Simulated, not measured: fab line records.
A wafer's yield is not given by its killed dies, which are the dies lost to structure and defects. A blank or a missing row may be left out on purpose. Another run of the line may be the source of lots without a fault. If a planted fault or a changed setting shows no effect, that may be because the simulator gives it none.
A single fault, viewed from 2 desks -- flow berkeley_cmos170 -- each desk has only its own numbers; what lay behind them comes last

== THE TOOL OWNER'S DESK: pvd_sputter-03 ==
The tool's own readings at UCB170_M2_SPUTTER_01 (material Al, target thk 900 nm, time 120 s): means of the sampled wafers that have a number, for each lot that ran on this tool. A lot is out of limits, marked OUT, if its mean lies more than 4 standard deviations from the usual mean; the brackets give that distance.
Columns: A = throttle_valve_pct at UCB170_M2_SPUTTER_01, usual 29.9 %
lot,first seen here,A
L127,day 8 03:19,30.6
L129,day 8 16:16,30.5
L130,day 9 12:26,29.7
L133,day 9 17:26,29.6
L143,day 11 00:59,30.1
L144,day 11 11:34,30.2
This desk's finding: nothing out of limits on any of the 6 lots.

== THE METROLOGY DESK ==
What the gauges read, lot by lot, whatever tool the lot ran on: means of the sampled wafers that have a number. A lot is out of limits, marked OUT, if its mean lies more than 4 standard deviations from the usual mean; the brackets give that distance.
Columns: A = CONTACT_PSG_THK at UCB170_CONTACT_THK_MEAS_02, usual 700 nm; B = M2_AL_RS at UCB170_M2_RS_MEAS_02, usual 0.0319 ohm/sq; C = M2_AL_THK at UCB170_M2_THK_MEAS_03, usual 903 nm
lot,first seen here,A,B,C
L125,day 7 05:29,699,0.0315,920
L127,day 7 16:46,693,0.0318,903
L126,day 7 20:51,699,0.0322,891
L129,day 8 04:09,703,0.0319,904
L128,day 8 04:43,701,0.0316,908
L131,day 8 21:11,690,0.0316,913
L130,day 8 23:30,706,0.0319,904
L132,day 9 01:17,696,0.0321,891
L134,day 9 04:02,700,0.0318,911
L133,day 9 05:50,696,0.0315,908
L143,day 10 11:10,700,0.0421 (+28) OUT,722 (-16) OUT
L144,day 11 01:26,713,0.0460 (+39) OUT,667 (-21) OUT
L148,day 11 06:39,699,0.0318,900
L147,day 11 06:40,706,0.0319,907
Per this desk, out of limits: L143, L144; the first was L143, day 11 01:05 (M2_AL_RS at UCB170_M2_RS_MEAS_02). In limits: L125, L127, L126, L129, L128, L131, L130, L132, L134, L133, L148, L147.

== TAKEN TOGETHER ==
At day 11 01:05 the metrology desk could have sounded an alarm, on L143, L144.
Nothing out of limits was seen by the tool owner's desk.
The tool owner's desk has L143, L144 on record, within its limits.
The lots listed all ran UCB170_M2_SPUTTER_01 on pvd_sputter-03.

== WHAT THE SIMULATOR HAD INSERTED ==
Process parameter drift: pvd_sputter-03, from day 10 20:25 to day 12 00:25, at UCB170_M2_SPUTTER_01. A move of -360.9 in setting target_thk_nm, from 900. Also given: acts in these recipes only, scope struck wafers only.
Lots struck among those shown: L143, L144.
Time in hours between the start of the fault and the first out-of-limits reading at each desk: metrology desk, 5.
